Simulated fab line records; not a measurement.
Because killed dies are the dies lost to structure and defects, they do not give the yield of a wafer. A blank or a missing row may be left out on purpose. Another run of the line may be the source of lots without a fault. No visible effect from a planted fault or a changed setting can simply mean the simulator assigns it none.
Code-filled problem report in 8D (eight disciplines) form | flow rit_cmos | the parts of the form that need people (team, actions taken, sign-off) are left out

## 1. THE ISSUE
Mean of exposure_dose_mJ_cm2 at RIT_ACTIVE_EXPOSE_08: 223.43 over 3 wafers from 1 lot, against 224.92 (standard deviation 0.23) on wafers with no fault. That puts it -6.5 standard deviations away from the usual mean.
The step: exposes mask M1, target cd 1400 nm.
First observed at day 5 00:44: wafer L786.1, on iline_stepper-01. The record holds 39 wafers of 13 lots with a number at this step. The rule behind "out" and "out of limits": a value lying over 4 standard deviations away from the usual mean. The other wafers with a number count as sound.

## 2. WHAT IT IS AND WHAT IT IS NOT
question                    | is                     | is not
which readings at this step | exposure_dose_mJ_cm2   | -
which lots                  | L786                   | L770, L771, L772, L773, L774, L775, L776, L777, L778, L779, L780, L793
which wafers of those lots  | all that have a number | -
read on which tools         | iline_stepper-01       | iline_stepper-02
when                        | from day 5 00:44       | up to then (33 sound wafers); but 3 sound wafers of L793 came after

## 3. THE SUSPECTS, EACH WITH WHAT RULES IT OUT
Counting: any tool at a process step up to the reading is kept as a suspect provided that every lot that is out went through it and no sound lot did after the first of them.
- iline_stepper-01 at RIT_ACTIVE_EXPOSE_08 (exposes mask M1, target cd 1400 nm): kept. It ran the lot that is out, L786 (day 5 00:44), and no sound lot after that; its last sound lot up to then is L779 (day 3 11:17). Its own readings are out on those wafers: exposure_dose_mJ_cm2.
The count leaves iline_stepper-01 at RIT_ACTIVE_EXPOSE_08.

## 4. THE CAUSE (what the simulator had put in)
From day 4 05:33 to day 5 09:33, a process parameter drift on iline_stepper-01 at RIT_ACTIVE_EXPOSE_08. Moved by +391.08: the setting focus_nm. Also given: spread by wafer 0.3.
Counting left only this tool.

## 5. THE EFFECT CHAIN, in route order
Each row: a reading whose mean over the struck wafers that have a number lies more than 3 standard deviations from the usual. Only readings whose record carries a usual standard deviation are examined. hours: median over the lots of the time between each lot's start at the first step of this table that gives one and its start at this step. sigmas: the change, counted in usual standard deviations.
hours | step                 | reading              | usual  | on struck wafers | change | sigmas
0     | RIT_ACTIVE_EXPOSE_08 | exposure_dose_mJ_cm2 | 224.92 | 223.43           | -1.49  | -6.5
Process steps it contains:
- RIT_ACTIVE_EXPOSE_08: exposes mask M1, target cd 1400 nm.
Later measuring or inspecting steps at which every struck wafer that the step has a row for has a number for every such reading, and none has moved that far: RIT_NSD_OVL_MEAS_06.

## 6. HOW IT WOULD HAVE BEEN CAUGHT EARLIER
In this record no reading fell out of limits until day 5 00:44, 19 hours after the fault had begun at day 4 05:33.
